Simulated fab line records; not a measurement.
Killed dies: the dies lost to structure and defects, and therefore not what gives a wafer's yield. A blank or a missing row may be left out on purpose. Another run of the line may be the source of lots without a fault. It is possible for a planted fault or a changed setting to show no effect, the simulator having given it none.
Which tool was responsible? | flow rit-cmos | 7 lots, 21 wafers sampled, at 3 steps of a route of 202

== WHAT EACH GAUGE READ, for each wafer ==
RIT_NWELL_OVL_MEAS_06.
lot  | measured    | on         | NWELL_OVL (nm)
L430 | day 2 01:20 | overlay-01 | 0.5 0.3 -0.2
L432 | day 2 12:47 | overlay-01 | -1.2 0.0 -0.9
L434 | day 2 21:53 | overlay-01 | -0.9 0.0 -1.0
L438 | day 3 18:08 | overlay-02 | -150.7 -149.9 -150.4
L443 | day 4 23:46 | overlay-02 | -0.8 -0.4 0.2
L447 | day 5 17:57 | overlay-02 | -0.1 0.8 1.4
L450 | day 6 08:02 | overlay-02 | 0.6 1.0 -0.1

== EACH LOT AND THE TOOL THAT RAN IT (in order: tool; ch and the chambers of the sampled wafers; start) ==
lot  | RIT_ACTIVE_STRIP_14                 | RIT_NWELL_EXPOSE_03
L430 | plasma-asher-03 ch 0,1, day 1 19:58 | iline-stepper-02 ch 0, day 2 00:54
L432 | plasma-asher-02 ch 0, day 2 05:58   | iline-stepper-01 ch 0, day 2 12:22
L434 | plasma-asher-03 ch 0,1, day 2 16:33 | iline-stepper-01 ch 0, day 2 21:27
L438 | plasma-asher-04 ch 0,1, day 3 11:57 | iline-stepper-02 ch 0, day 3 17:43
L443 | plasma-asher-03 ch 0,1, day 4 12:58 | iline-stepper-01 ch 0, day 4 23:20
L447 | plasma-asher-04 ch 0,1, day 5 12:30 | iline-stepper-01 ch 0, day 5 17:30
L450 | plasma-asher-02 ch 0,1, day 6 02:10 | iline-stepper-01 ch 0, day 6 07:29
- RIT_ACTIVE_STRIP_14: strips in O2, time 180 s.
- RIT_NWELL_EXPOSE_03: exposes mask M2, target cd 43900 nm.

== THE ANSWER, worked out from the rows above alone ==
Rule: the lots themselves supply what counts as usual. Put in order of their means at a reading, lots are off if they are a third of the lots or fewer, leave a main group of 4 or more, and stand apart from it by a gap of 3 or more times the standard deviation of the main group's means; of several such gaps the widest counts. The tables above print the reading to a certain number of digits; a main group whose means all agree to those digits is not used. A lot without any number at a reading at which 4 lots or more have one is off too. Any other lot the step has rows for is counted as sound.
Off: L438, at RIT_NWELL_OVL_MEAS_06 (NWELL_OVL). Main group: mean -0.0 nm, sd 0.54.
A tool fits if, at a process step before that reading, it ran every lot that is off, and no sound lot after the first of them. The gauges at RIT_NWELL_OVL_MEAS_06 are tried like those tools. One fits: iline-stepper-02 at RIT_NWELL_EXPOSE_03. A fault onset in the window from L430 (day 2 00:54, its last sound lot) to L438 (day 3 17:43, its first lot off) fits.

== WHAT THE SIMULATOR HAD PUT IN ==
Scanner matching overlay: iline-stepper-02, from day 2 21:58 on, at RIT_NWELL_EXPOSE_03. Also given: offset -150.
Shown lots that were struck: L438. The rule above reached the same finding.
